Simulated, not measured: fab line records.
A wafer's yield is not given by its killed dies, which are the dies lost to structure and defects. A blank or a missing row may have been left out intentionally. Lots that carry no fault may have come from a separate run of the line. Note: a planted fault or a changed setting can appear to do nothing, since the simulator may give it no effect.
Which tool was responsible?    flow berkeley-cmos170    21 wafers from 7 lots sampled at 2 of the route's 331 steps

## WHAT THE GAUGES SHOWED, per wafer
UCB170_GATE_THK_MEAS_02.
lot   measured      on             GATE_OXIDE_THK (nm)
L172  day 6 13:11   film-metro-01  6.61 6.50 6.50
L173  day 6 13:10   film-metro-03  6.72 6.67 6.66
L181  day 8 04:00   film-metro-01  6.62 6.63 6.72
L185  day 9 02:01   film-metro-02  6.81 6.64 6.80
L188  day 9 13:22   film-metro-01  6.68 6.69 6.78
L189  day 9 13:22   film-metro-02  6.48 6.58 6.47
L194  day 10 20:30  film-metro-01  6.58 6.58 6.52

## EACH LOT AND THE TOOL THAT RAN IT (in order: tool; ch and the chambers of the sampled wafers; start)
lot   UCB170_PVT_STRIP_08
L172  plasma-asher-03 ch 0,1, day 6 09:35
L173  plasma-asher-03 ch 1, day 6 10:04
L181  plasma-asher-04 ch 0,1, day 8 00:08
L185  plasma-asher-02 ch 0,1, day 8 19:02
L188  plasma-asher-02 ch 0,1, day 9 08:32
L189  plasma-asher-02 ch 0,1, day 9 10:56
L194  plasma-asher-02 ch 0,1, day 10 15:11
- UCB170_PVT_STRIP_08: strips in O2.

## THE ANSWER, worked out from the rows above alone
Rule: the lots themselves supply what counts as usual. Put in order of their means at a reading, lots are off if they are a third of the lots or fewer, leave a main group of 4 or more, and stand apart from it by a gap of 3 or more times the standard deviation of the main group's means; of several such gaps the widest counts. A main group is skipped when, at the precision printed for the reading in the tables above, its means are all equal. A lot without any number at a reading at which 4 lots or more have one is off too. All remaining lots with rows at the step are treated as sound.
None of the lots is off at any reading shown; this tells nothing.

## WHAT THE SIMULATOR PUT IN
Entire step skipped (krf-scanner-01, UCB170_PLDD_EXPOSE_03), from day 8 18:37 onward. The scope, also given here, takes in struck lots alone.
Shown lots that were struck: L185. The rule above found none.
